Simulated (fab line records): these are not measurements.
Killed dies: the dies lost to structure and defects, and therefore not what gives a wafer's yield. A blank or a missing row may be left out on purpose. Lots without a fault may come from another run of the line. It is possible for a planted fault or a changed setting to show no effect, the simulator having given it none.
Which of the tools did it?    flow berkeley cmos170    route of 331 steps, sampled at 1 step: 7 lots, 21 wafers

== WHAT THE GAUGES READ, wafer by wafer ==
UCB170_V1_BOW_MEAS_03.
lot   measured      on             V1_BOW (um)
L196  day 8 19:14   film metro-01  18 13 15
L198  day 9 12:11   film metro-01  14 10 25
L203  day 10 01:03  film metro-03  13 19 13
L205  day 10 05:48  film metro-02  15 18 22
L207  day 11 03:11  film metro-03  18 30 26
L214  day 12 04:52  film metro-03  20 18 22
L218  day 13 01:02  film metro-02  22 14 13

== TOOL THAT RAN EACH LOT (tool first, then ch and the chambers of the sampled wafers, then the start) ==
Before these readings, the record contains no process step.

== THE ANSWER, worked out from the rows above alone ==
Rule: usual is defined by the lots themselves. Put in order of their means at a reading, lots are off if they are a third of the lots or fewer, leave a main group of 4 or more, and stand apart from it by a gap of 3 or more times the standard deviation of the main group's means; of several such gaps the widest counts. Not used: any main group whose means are identical at the precision the tables above print for the reading. A lot without any number at a reading at which 4 lots or more have one is off too. Where the step has rows for the other lots, those lots are counted as sound.
Across all readings shown, no lot is off: no conclusion can be drawn from this.

== WHAT THE SIMULATOR PUT IN ==
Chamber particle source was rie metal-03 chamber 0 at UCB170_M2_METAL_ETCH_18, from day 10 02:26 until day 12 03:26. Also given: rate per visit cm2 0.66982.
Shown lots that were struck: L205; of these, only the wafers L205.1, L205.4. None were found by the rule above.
